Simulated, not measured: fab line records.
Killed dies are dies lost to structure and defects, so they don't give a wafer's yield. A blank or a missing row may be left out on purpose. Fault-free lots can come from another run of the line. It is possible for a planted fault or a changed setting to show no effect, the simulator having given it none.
Matching of chambers :: flow berkeley-cmos170 :: 4 sister chambers for UCB170_ACTIVE_ETCH_15 on rie-diel-01
The step etches Si3N4 in CH3F/Ar/O2, stops on SiO2, target depth 242 nm, time 151 s. 8 wafers are shown with their chamber, then 6 later ones without.

## WAFERS PAIRED WITH THEIR CHAMBERS
wafer: L932.6
chamber: 3
drypump-motor-current-A (A): 5.0
throttle-valve-pct (%): 8.00

wafer: L933.2
chamber: 3
drypump-motor-current-A (A): 5.0
throttle-valve-pct (%): 7.98

wafer: L933.5
chamber: 2
drypump-motor-current-A (A): 5.7
throttle-valve-pct (%): 8.19

wafer: L935.1
chamber: 0
drypump-motor-current-A (A): 6.3
throttle-valve-pct (%): 8.29

wafer: L935.3
chamber: 1
drypump-motor-current-A (A): 5.7
throttle-valve-pct (%): 8.02

wafer: L935.6
chamber: 0
drypump-motor-current-A (A): 6.3
throttle-valve-pct (%): 8.27

wafer: L942.1
chamber: 2
drypump-motor-current-A (A): 5.7
throttle-valve-pct (%): 8.19

wafer: L942.4
chamber: 1
drypump-motor-current-A (A): 5.8
throttle-valve-pct (%): 8.00

## WAFERS WHOSE CHAMBER IS MISSING
wafer: L942.5
drypump-motor-current-A (A): 5.0
throttle-valve-pct (%): 8.01

wafer: L944.1
drypump-motor-current-A (A): 5.8
throttle-valve-pct (%): 8.01

wafer: L944.2
drypump-motor-current-A (A): 6.3
throttle-valve-pct (%): 8.30

wafer: L944.5
drypump-motor-current-A (A): 5.8
throttle-valve-pct (%): 8.00

wafer: L945.2
drypump-motor-current-A (A): 5.7
throttle-valve-pct (%): 8.20

wafer: L945.5
drypump-motor-current-A (A): 5.7
throttle-valve-pct (%): 8.19

## EACH ONE'S CHAMBER
wafer: L942.5
from the rows above: 3
in truth: 3

wafer: L944.1
from the rows above: 1
in truth: 1

wafer: L944.2
from the rows above: 0
in truth: 0

wafer: L944.5
from the rows above: 1
in truth: 1

wafer: L945.2
from the rows above: 2
in truth: 2

wafer: L945.5
from the rows above: 2
in truth: 2
6 of 6 placed correctly. From these rows, 0 cannot be placed. 0 placed wrongly.
How it was worked out, from the rows above alone: a wafer's distance from a chamber is the root of the sum, over the readings, of the square of ((its reading less the chamber's mean) divided by the reading's scatter). If the next closest chamber is less than 2 further off than the closest, the wafer can't be placed; otherwise it belongs to the closest. For every chamber, the mean is computed from those of its wafers that are shown. The scatter is the square root of a quotient: the sum, over the shown wafers, of each reading's squared deviation from its chamber's mean, divided by wafers minus chambers.
